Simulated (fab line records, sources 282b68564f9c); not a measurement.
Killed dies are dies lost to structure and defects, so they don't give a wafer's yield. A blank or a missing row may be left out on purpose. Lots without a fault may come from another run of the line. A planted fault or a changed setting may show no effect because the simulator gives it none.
Which tool did it? | flow rit_cmos | 15 lots, 45 wafers sampled, at 2 steps of a route of 202

WHAT THE GAUGES READ, wafer by wafer
RIT_GATE_THK_MEAS_07. Usual: GATE_OXIDE_THK 3.00 nm, standard deviation 0.062.
lot  | measured    | on            | GATE_OXIDE_THK (nm) | flag
L526 | day 2 16:02 | film_metro-03 | 2.90 2.94 2.93      |
L527 | day 2 20:50 | film_metro-01 | 3.03 3.05 2.96      |
L528 | day 3 05:23 | film_metro-03 | 3.02 3.05 3.05      |
L529 | day 3 05:38 | film_metro-04 | 2.87 2.94 2.94      |
L531 | day 3 16:47 | film_metro-03 | 2.91 2.98 2.88      |
L532 | day 3 20:37 | film_metro-04 | 3.49 3.48 3.38      | OFF
L533 | day 4 02:26 | film_metro-01 | 3.45 3.48 3.48      | OFF
L535 | day 4 11:53 | film_metro-01 | 3.04 2.99 3.00      |
L536 | day 4 16:58 | film_metro-01 | 3.38 3.46 3.40      | OFF
L543 | day 6 03:54 | film_metro-03 | 2.97 2.97 2.97      |
L544 | day 6 09:04 | film_metro-01 | 3.02 3.04 3.00      |
L545 | day 6 14:01 | film_metro-01 | 3.05 3.09 3.07      |
L546 | day 6 18:35 | film_metro-03 | 2.97 3.03 3.03      |
L547 | day 6 23:17 | film_metro-04 | 2.91 2.94 2.96      |
L548 | day 7 06:36 | film_metro-03 | 2.99 3.04 3.08      |

WHICH TOOL RAN EACH LOT (tool, then ch and the chambers of the sampled wafers, then the start)
lot  | RIT_GATE_OXIDATION_05
L526 | furnace-03 ch 0, day 2 14:43
L527 | furnace-02 ch 0, day 2 19:31
L528 | furnace-04 ch 0, day 3 03:20
L529 | furnace-02 ch 0, day 3 04:03
L531 | furnace-02 ch 0, day 3 15:27
L532 | furnace-02 ch 0, day 3 19:16
L533 | furnace-02 ch 0, day 3 23:48
L535 | furnace-04 ch 0, day 4 09:50
L536 | furnace-02 ch 0, day 4 15:38
L543 | furnace-04 ch 0, day 6 01:51
L544 | furnace-04 ch 0, day 6 07:44
L545 | furnace-04 ch 0, day 6 12:41
L546 | furnace-03 ch 0, day 6 17:16
L547 | furnace-02 ch 0, day 6 21:58
L548 | furnace-04 ch 0, day 7 05:16
- RIT_GATE_OXIDATION_05: target thk 3 nm, ox time 270 s.

WHAT THE TOOLS THEMSELVES READ (means of the sampled wafers that have a number; where no wafer has one, the mark that the record gives instead)
RIT_GATE_OXIDATION_05. Usual: tube_center_temp_C 899.99 C, standard deviation 0.081; zone_power_centre_pct 42.3 %, standard deviation 0.78.
lot  | tool       | tube_center_temp_C (C) | zone_power_centre_pct (%) | flag
L526 | furnace-03 | 899.90                 | 43.1                      |
L527 | furnace-02 | 900.00                 | 41.9                      |
L528 | furnace-04 | 900.04                 | 42.9                      |
L529 | furnace-02 | 899.99                 | 41.3                      |
L531 | furnace-02 | 900.02                 | 41.4                      |
L532 | furnace-02 | 899.94                 | 41.4                      |
L533 | furnace-02 | 899.98                 | 41.8                      |
L535 | furnace-04 | 899.99                 | 42.6                      |
L536 | furnace-02 | 899.94                 | 41.6                      |
L543 | furnace-04 | 899.96                 | 42.3                      |
L544 | furnace-04 | 899.93                 | 43.0                      |
L545 | furnace-04 | 899.98                 | 42.5                      |
L546 | furnace-03 | 900.03                 | 43.2                      |
L547 | furnace-02 | 900.02                 | 41.3                      |
L548 | furnace-04 | 900.06                 | 42.8                      |

THE ANSWER, worked out from the rows above alone
Rule: a lot is off if the mean of its wafers that have a number lies more than 3 standard deviations from the usual mean. A lot without any number at a reading at which 4 lots or more have one is off too. The other lots that the step has rows for count as sound. The gauges are gone through in route order, then the tools' own readings, and for those a lot's mean is taken as printed above. The first step at which some lot is off is used, and at that step the reading that is off furthest; a lot without a number counts as furthest.
Off: L532, L533, L536, at RIT_GATE_THK_MEAS_07 (GATE_OXIDE_THK).
A tool fits if, at a process step before that reading, it ran every lot that is off, and no sound lot after the first of them. The gauges at RIT_GATE_THK_MEAS_07 are tried like those tools. None of those tried fits.

WHAT THE SIMULATOR HAD PUT IN
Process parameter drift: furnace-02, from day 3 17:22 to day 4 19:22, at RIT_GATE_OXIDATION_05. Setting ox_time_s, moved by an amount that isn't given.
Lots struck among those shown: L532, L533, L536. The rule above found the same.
